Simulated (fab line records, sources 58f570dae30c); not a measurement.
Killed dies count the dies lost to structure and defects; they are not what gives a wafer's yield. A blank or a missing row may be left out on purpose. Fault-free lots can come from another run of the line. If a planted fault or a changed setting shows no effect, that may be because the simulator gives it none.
A struck lot beside a sound one    flow berkeley_cmos170    28 steps out of a route of 331
Sound: the wafers L880.2, L880.3, L880.5. Wafers L889.1, L889.5, L889.6 were the ones struck. At the end, the cause is stated.
Order at every step that has rows: each side's tool, ch and its chambers, its first start. Under that, the readings that differ: sound wafers    struck wafers    difference of the means    sigmas: that difference in standard deviations of wafers without a fault.
alike: readings whose means differ by less than 2 such deviations, and words and numbers that are the same on both sides. not compared: withheld readings, readings that some wafer has no value for, bounds like >300 that may hide the same value, and numbers for which the record gives no deviation and whose values overlap.
The two part at a step that has a row with sigmas, a row that says differs or no value, or rows on one side only. Numbers that don't overlap but have no deviation are shown without sigmas and don't part them. A reading missing from all wafers of one side parts the sides only when that side holds two or more wafers.

first, 5 steps without rows for these wafers: UCB170_M1_COAT_04 (resist thk 900 nm); UCB170_M1_SOFTBAKE_05 (time 60 s); UCB170_M1_EXPOSE_06 (exposes mask METAL1, target cd 700 nm); UCB170_M1_PEB_07; UCB170_M1_DEVELOP_08 (develop time 45 s).
UCB170_M1_CD_MEAS_09: the cd target is 700 nm.
  sound on cd_sem-02, day 7 14:37; struck on cd_sem-02, day 9 14:07
  alike: cd_nm
UCB170_M1_OVL_MEAS_10:
  sound on overlay-02, day 7 14:43; struck on overlay-01, day 9 14:14
  alike: M1_OVL
UCB170_M1_ETCH_11: etches BARC in N2/H2.
  sound on rie_diel-04 ch 1,2,3, day 7 14:45; struck on rie_diel-04 ch 1,2, day 9 14:16
  alike: chamber_pressure_mTorr, drypump_motor_current_A, oes_product_au, throttle_valve_pct
UCB170_M1_METAL_ETCH_12: etches Al in Cl2/BCl3, stops on PSG, target depth 780 nm, time 130 s.
  sound on rie_metal-01 ch 0,1, day 7 14:48; struck on rie_metal-04 ch 0,1, day 9 14:18
reading                sound              struck             difference  sigmas
oes_product_au (a.u.)  0.852 0.855 0.873  0.908 0.893 0.890  +0.037      +2
  alike: chamber_pressure_mTorr, drypump_motor_current_A, throttle_valve_pct
  not compared: rf_hours_counter_h
UCB170_M1_STRIP_13: strips in O2.
  sound on plasma_asher-04 ch 0,1, day 7 14:56; struck on plasma_asher-04 ch 0,1, day 9 14:26
  alike: chamber_pressure_mTorr, drypump_motor_current_A, oes_product_au
  not compared: rf_hours_counter_h
UCB170_M1_CD_MEAS_90: the cd target is 700 nm.
  sound on cd_sem-01, day 7 15:03; struck on cd_sem-02, day 9 14:32
  alike: cd_nm
then, 1 step without rows for these wafers: UCB170_M1_ANNEAL_14 (time 1200 s).
UCB170_V1_CVD_00: deposits SiO2 from TEOS/O2, target thk 2000 nm, time 250 s.
  sound on pecvd-04 ch 0,2, day 7 20:59; struck on pecvd-04 ch 1,2, day 9 18:01
  alike: heater_power_w
UCB170_V1_THK_MEAS_01:
  sound on film_metro-04, day 7 21:08; struck on film_metro-04, day 9 18:11
reading           sound           struck          difference  sigmas
V1_TEOS_THK (nm)  1977 1980 2006  1522 1571 1571  -433        -17
then, 1 step without rows for these wafers: UCB170_V1_CMP_02 (polishes SiO2).
UCB170_V1_BOW_MEAS_03:
  sound on film_metro-01, day 7 21:31; struck on film_metro-01, day 9 18:32
  alike: V1_BOW
UCB170_V1_THK_MEAS_04:
  sound on film_metro-01, day 7 21:37; struck on film_metro-01, day 9 18:40
reading               sound                 struck             difference  sigmas
V1_POLISHED_THK (nm)  1001.4 1000.4 1000.1  560.5 558.3 557.6  -441.8      -99 or more
then, 5 steps without rows for these wafers: UCB170_V1_CLEAN_05 (cleans in DIW); UCB170_V1_HMDS_06 (prime time 60 s); UCB170_V1_COAT_07 (resist thk 900 nm); UCB170_V1_SOFTBAKE_08 (time 60 s); UCB170_V1_EXPOSE_09 (exposes mask VIA1, target cd 700 nm).
UCB170_V1_PEB_10:
  sound on litho_track-03 ch 0, day 7 22:33; struck on litho_track-01 ch 0, day 9 19:53
  alike: plate_sensor_t_centre_C, plate_sensor_t_edge_C, resist_line_temp_C
then, 1 step without rows for these wafers: UCB170_V1_DEVELOP_11 (develop time 45 s).
UCB170_V1_CD_MEAS_12: the cd target is 700 nm.
  sound on cd_sem-01, day 7 22:49; struck on cd_sem-01, day 9 20:10
  alike: cd_nm
UCB170_V1_OVL_MEAS_13:
  sound on overlay-02, day 7 22:56; struck on overlay-01, day 9 20:17
  alike: V1_OVL
UCB170_V1_ETCH_14: etches SiO2 in CHF3/CF4/Ar, stops on Al, target depth 1250 nm, time 291 s.
  sound on rie_diel-01 ch 0,1,3, day 7 22:58; struck on rie_diel-03 ch 0,2,3, day 9 20:19
reading                sound              struck             difference  sigmas
oes_product_au (a.u.)  0.880 0.877 0.862  0.670 0.676 0.690  -0.194      -22
  alike: CHF3_flow_sccm, chamber_pressure_mTorr, drypump_motor_current_A, throttle_valve_pct
  not compared: rf_hours_counter_h
UCB170_V1_STRIP_15: strips in O2.
  sound on plasma_asher-02 ch 0,1, day 7 23:08; struck on plasma_asher-04 ch 0,1, day 9 20:29
  alike: chamber_pressure_mTorr, drypump_motor_current_A, oes_product_au, strip_time_to_endpoint_s
  not compared: rf_hours_counter_h

== WHERE THEY PART ==
Last at UCB170_V1_ETCH_14 as far as this record goes, first at UCB170_M1_METAL_ETCH_12. Later steps at which nothing parts them and some readings are alike: UCB170_V1_STRIP_15.

WHY: what the simulator had put in
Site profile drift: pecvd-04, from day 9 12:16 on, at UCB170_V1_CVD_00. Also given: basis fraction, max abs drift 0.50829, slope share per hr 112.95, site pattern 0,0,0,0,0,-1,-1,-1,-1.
